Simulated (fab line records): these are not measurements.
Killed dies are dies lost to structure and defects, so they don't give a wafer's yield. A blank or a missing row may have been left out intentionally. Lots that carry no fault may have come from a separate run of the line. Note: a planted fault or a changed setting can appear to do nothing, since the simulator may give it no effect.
Comparing a struck lot with a sound one + flow rit_cmos + 44 steps out of a route of 202
Sound: wafers L755.2, L755.3, L755.6. Struck: wafers L760.2, L760.4, L760.5. The cause is given at the end.
For every step that has rows: the tool of each side, followed by ch and its chambers, followed by its first start. Under that, the readings that differ: sound wafers + struck wafers + difference of the means + sigmas: that difference in standard deviations of wafers without a fault.
alike: a reading whose means differ by less than 2 such deviations, as well as words and numbers matching on both sides. not compared: withheld readings; readings where some wafer has no value; bounds like >300 that might hide an equal value; numbers whose values overlap and for which the record gives no deviation.
Wherever a step has rows on one side only, a row that says differs or no value, or a row with sigmas, the two part there. Non-overlapping numbers with no deviation appear without sigmas and do not part them. A reading that every wafer of one side lacks parts them only if that side has two wafers or more.

first, 1 step without rows for these wafers: RIT_PRETRO_IMPLANT_08.
RIT_PRETRO_STRIP_09: strips in O2, time 180 s.
  sound on plasma_asher-02 ch 1, day 4 01:05; struck on plasma_asher-04 ch 0,1, day 4 23:49
  alike: drypump_motor_current_A, rf_refl_power_W
  not compared: rf_hours_counter_h
RIT_PRETRO_TW_MEAS_10:
  sound on film_metro-03, day 4 01:16; struck on film_metro-03, day 4 23:59
  alike: PRETRO_TW
then, 5 steps without rows for these wafers: RIT_GATE_WET_ETCH_00 (etches SiO2 in BOE, target depth 56 nm, time 60 s); RIT_GATE_CLEAN_01 (cleans in SC1, time 600 s); RIT_GATE_CLEAN_02 (cleans in dHF, time 30.96 s); RIT_GATE_CLEAN_03 (cleans in SC2, time 600 s); RIT_GATE_CLEAN_04 (cleans in dHF, time 60 s).
RIT_FOX2_THK_MEAS_91:
  sound on film_metro-03, day 4 01:45; struck on film_metro-03, day 5 00:31
  alike: FIELD_OXIDE_LEFT_2_THK
then, 2 steps without rows for these wafers: RIT_GATE_OXIDATION_05 (target thk 3 nm, ox time 270 s); RIT_GATE_ANNEAL_06 (time 600 s).
RIT_GATE_THK_MEAS_07:
  sound on film_metro-03, day 4 03:08; struck on film_metro-04, day 5 02:23
  alike: GATE_OXIDE_THK
RIT_GATE_CVD_08: deposits poly-Si from SiH4, target thk 250 nm, time 2220 s.
  sound on lpcvd-02 ch 1, day 4 03:11; struck on lpcvd-02 ch 0, day 5 02:26
| reading                                  | sound             | struck            | difference | sigmas |
|------------------------------------------|-------------------|-------------------|------------|--------|
| pressure_mtorr (mTorr)                   | 301.1 301.1 300.0 | 359.8 361.0 360.5 | +59.7      | +93    |
| zone_power_centre_pct (%)                | 35 35 35          | 27 27 26          | -8         | -3     |
| model.poly-Si_of_GATE_CVD_08.thk_nm (nm) | 250.5 253.2 252.1 | 269.6 273.7 270.2 | +19.2      |        |
  alike: spike_tc_load_C
RIT_GATE_THK_MEAS_09:
  sound on film_metro-03, day 4 04:49; struck on film_metro-01, day 5 04:05
| reading            | sound             | struck            | difference | sigmas |
|--------------------|-------------------|-------------------|------------|--------|
| GATE_POLY_THK (nm) | 250.5 253.2 252.1 | 269.6 273.7 270.1 | +19.2      | +10    |
then, 2 steps without rows for these wafers: RIT_GATE_HMDS_10 (prime time 60 s); RIT_GATE_COAT_11 (resist thk 850 nm).
RIT_GATE_SOFTBAKE_12: time 62 s.
  sound on litho_track-04 ch 0, day 4 05:11; struck on litho_track-02 ch 0, day 5 04:28
  alike: plate_sensor_t_centre_C, plate_sensor_t_edge_C
then, 3 steps without rows for these wafers: RIT_GATE_EXPOSE_13 (exposes mask M6, target cd 150 nm); RIT_GATE_PEB_14; RIT_GATE_DEVELOP_15 (develop time 50 s).
RIT_GATE_CD_MEAS_16: target cd 150 nm.
  sound on cd_sem-02, day 4 05:49; struck on cd_sem-01, day 5 05:01
  alike: cd_nm
RIT_GATE_OVL_MEAS_17:
  sound on overlay-01, day 4 05:55; struck on overlay-02, day 5 05:07
  alike: GATE_OVL
then, 1 step without rows for these wafers: RIT_GATE_HARDBAKE_18 (time 60 s).
RIT_GATE_ETCH_19: etches poly-Si in SF6/CHF3/O2, stops on SiO2, time 165 s, target depth 312.5 nm.
  sound on rie_si-02 ch 0,2, day 4 06:06; struck on rie_si-01 ch 1,2,3, day 5 05:18
| reading                          | sound             | struck            | difference | sigmas |
|----------------------------------|-------------------|-------------------|------------|--------|
| oes_product_au (a.u.)            | 0.866 0.855 0.856 | 0.913 0.914 0.926 | +0.059     | +6     |
| model.GATE.feature_depth_nm (nm) | 250.5 253.2 252.1 | 269.6 273.7 270.2 | +19.2      |        |
| model.etch.depth_nm (nm)         | 250.5 253.2 252.1 | 269.6 273.7 270.2 | +19.2      |        |
  alike: drypump_motor_current_A, he_backside_leak_sccm, throttle_valve_pct
  not compared: rf_hours_counter_h
RIT_GATE_STRIP_20: strips in O2, time 180 s.
  sound on plasma_asher-03 ch 0,1, day 4 06:13; struck on plasma_asher-04 ch 0,1, day 5 05:25
  alike: drypump_motor_current_A, rf_refl_power_W
  not compared: rf_hours_counter_h
RIT_GATE_CD_MEAS_90: target cd 150 nm.
  sound on cd_sem-01, day 4 06:25; struck on cd_sem-02, day 5 05:37
  alike: cd_nm
then, 4 steps without rows for these wafers: RIT_REOX_CLEAN_00 (cleans in SC1, time 600 s); RIT_REOX_CLEAN_01 (cleans in dHF, time 30 s); RIT_REOX_CLEAN_02 (cleans in SC2, time 588.2 s); RIT_REOX_OXIDATION_03 (target thk 25.2 nm, ox time 5580 s).
RIT_REOX_THK_MEAS_04:
  sound on film_metro-01, day 4 09:28; struck on film_metro-02, day 5 08:38
| reading             | sound          | struck         | difference | sigmas |
|---------------------|----------------|----------------|------------|--------|
| REOX_OXIDE_THK (nm) | 25.7 25.7 25.4 | 24.3 23.9 23.9 | -1.6       | -3     |
then, 6 steps without rows for these wafers: RIT_NLDD_HMDS_00 (prime time 60 s); RIT_NLDD_COAT_01 (resist thk 1000 nm); RIT_NLDD_SOFTBAKE_02 (time 60 s); RIT_NLDD_EXPOSE_03 (exposes mask M7, target cd 40700 nm); RIT_NLDD_PEB_04; RIT_NLDD_DEVELOP_05 (develop time 50 s).
RIT_NLDD_OVL_MEAS_06:
  sound on overlay-01, day 4 10:22; struck on overlay-01, day 5 09:32
| reading       | sound       | struck        | difference | sigmas |
|---------------|-------------|---------------|------------|--------|
| NLDD_OVL (nm) | 2.4 2.8 2.7 | -1.0 1.6 -0.6 | -2.6       | -2     |
then, 2 steps without rows for these wafers: RIT_NLDD_HARDBAKE_07 (time 60 s); RIT_NLDD_IMPLANT_08.
RIT_NLDD_STRIP_09: strips in O2, time 180 s.
  sound on plasma_asher-01 ch 1, day 4 10:42; struck on plasma_asher-01 ch 0, day 5 09:57
| reading                     | sound       | struck      | difference | sigmas |
|-----------------------------|-------------|-------------|------------|--------|
| drypump_motor_current_A (A) | 6.2 6.2 6.2 | 5.4 5.4 5.4 | -0.8       | -2     |
  alike: rf_refl_power_W
  not compared: rf_hours_counter_h
RIT_NLDD_TW_MEAS_10:
  sound on film_metro-02, day 4 10:53; struck on film_metro-02, day 5 10:08
  alike: NLDD_TW
RIT_SDANNEAL_CLEAN_02: cleans in SC2, time 600 s.
  sound on wet_bench-04 ch 0, day 4 17:54; struck on wet_bench-02 ch 3, day 5 17:30
| reading                                  | sound             | struck            | difference | sigmas |
|------------------------------------------|-------------------|-------------------|------------|--------|
| model.poly-Si_of_GATE_CVD_08.thk_nm (nm) | 162.9 165.1 164.3 | 182.7 185.9 183.9 | +20.1      |        |
  alike: temp_c
RIT_M1_PROBE_99:
  sound on prober-01, day 5 01:50; struck on prober-01, day 6 01:22
| reading                                          | sound                | struck               | difference | sigmas |
|--------------------------------------------------|----------------------|----------------------|------------|--------|
| model.etest.pmos_turned.r_on_ohm_um              | 3436 3510 3457       | 3404 3427 3357       | -72        |        |
| model.etest.poly_comb_over_steps.leak_log10_a_um | -12.83 -12.62 -12.77 | -9.331 -10.17 -10.22 | +2.833     |        |
| model.etest.nmos_0p15.tox_inv_nm (nm)            | 4.446 4.413 4.493    | 4.604 4.516 4.548    | +0.105     |        |
  alike: killed_at_contacts, killed_at_front_end, killed_dies, killed_open, killed_short
  not compared: model.etest.nmos_turned.drive_ua_um, model.etest.pmos_turned.drive_ua_um

== WHERE THEY PART ==
Earliest at RIT_GATE_CVD_08; latest, in this record, at RIT_NLDD_STRIP_09. Later steps at which nothing parts them and some readings are alike: RIT_NLDD_TW_MEAS_10, RIT_SDANNEAL_CLEAN_02, RIT_M1_PROBE_99.

WHY: whatever the simulator had introduced
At RIT_GATE_CVD_08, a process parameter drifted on lpcvd-02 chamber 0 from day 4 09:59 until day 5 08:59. The setting pressure_mtorr was moved by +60, starting from 300. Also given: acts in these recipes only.
